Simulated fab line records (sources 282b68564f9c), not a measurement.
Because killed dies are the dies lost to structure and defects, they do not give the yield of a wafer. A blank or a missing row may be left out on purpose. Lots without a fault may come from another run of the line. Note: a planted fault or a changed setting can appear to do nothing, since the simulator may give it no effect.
A lot that was struck, set against a sound lot -- flow rit-cmos -- 17 out of 202 route steps
Sound: the wafers L203.2, L203.4, L203.5. The struck wafers were L206.1, L206.2, L206.3. Last of all comes the cause.
For every step that has rows: the tool of each side, followed by ch and its chambers, followed by its first start. Under that, the readings that differ: sound wafers -- struck wafers -- difference of the means -- sigmas: that difference in standard deviations of wafers without a fault.
alike: same words and numbers on both sides, and readings whose means sit less than 2 such deviations apart. not compared: any withheld reading, any reading some wafer has no value for, any bound like >300 that may hide the same value, and any number with overlapping values for which the record gives no deviation.
Wherever a step has rows on one side only, a row that says differs or no value, or a row with sigmas, the two part there. When numbers do not overlap yet have no deviation, they are printed without sigmas and do not part them. A reading missing from all wafers of one side parts the sides only when that side holds two or more wafers.

first, 4 steps without rows for these wafers: RIT_NLDD_SOFTBAKE_02 (time 60 s); RIT_NLDD_EXPOSE_03 (exposes mask M7, target cd 40700 nm); RIT_NLDD_PEB_04; RIT_NLDD_DEVELOP_05 (develop time 50 s).
RIT_NLDD_OVL_MEAS_06:
  sound on overlay-01 at day 3 10:20; struck on overlay-02 at day 4 01:35
  alike: NLDD_OVL
then, 2 steps without rows for these wafers: RIT_NLDD_HARDBAKE_07 (time 60 s); RIT_NLDD_IMPLANT_08.
RIT_NLDD_STRIP_09: strips in O2, time 180 s.
  sound on plasma-asher-04 ch 0,1, day 3 10:40; struck on plasma-asher-03 ch 0,1, day 4 01:55
  alike: drypump-motor-current-A, o2-flow-sccm
  not compared: rf-hours-counter-h
RIT_NLDD_TW_MEAS_10:
  sound on film-metro-04 at day 3 10:52; struck on film-metro-01 at day 4 02:05
  alike: NLDD_TW
then, 3 steps without rows for these wafers: RIT_PLDD_HMDS_00 (prime time 60 s); RIT_PLDD_COAT_01 (resist thk 1000 nm); RIT_PLDD_SOFTBAKE_02 (time 60 s).
RIT_PLDD_EXPOSE_03: exposes mask M8, target cd 40900 nm.
  sound on iline-stepper-02 ch 0, day 3 11:30; struck on iline-stepper-02 ch 0, day 4 02:44
reading,sound,struck,difference,sigmas
model.PLDD.overlay-x-nm (nm),1.097 1.097 1.097,6753 6753 6753,+6752,
  alike: mask, stage-vel-mm-s
then, 2 steps without rows for these wafers: RIT_PLDD_PEB_04; RIT_PLDD_DEVELOP_05 (develop time 50 s).
RIT_PLDD_OVL_MEAS_06:
  sound on overlay-01 at day 3 11:53; struck on overlay-01 at day 4 03:20
reading,sound,struck,difference,sigmas
PLDD_OVL (nm),-0.8 -1.2 0.2,- - -,no value on the struck wafers,
  not compared: hold
RIT_M1_PROBE_99:
  the record has rows for the sound wafers here (prober-01, day 4 02:13) and none for the struck ones

## WHERE THEY PART
At RIT_PLDD_OVL_MEAS_06 first; at RIT_M1_PROBE_99 last (within this record only).

WHY: the cause the simulator had injected
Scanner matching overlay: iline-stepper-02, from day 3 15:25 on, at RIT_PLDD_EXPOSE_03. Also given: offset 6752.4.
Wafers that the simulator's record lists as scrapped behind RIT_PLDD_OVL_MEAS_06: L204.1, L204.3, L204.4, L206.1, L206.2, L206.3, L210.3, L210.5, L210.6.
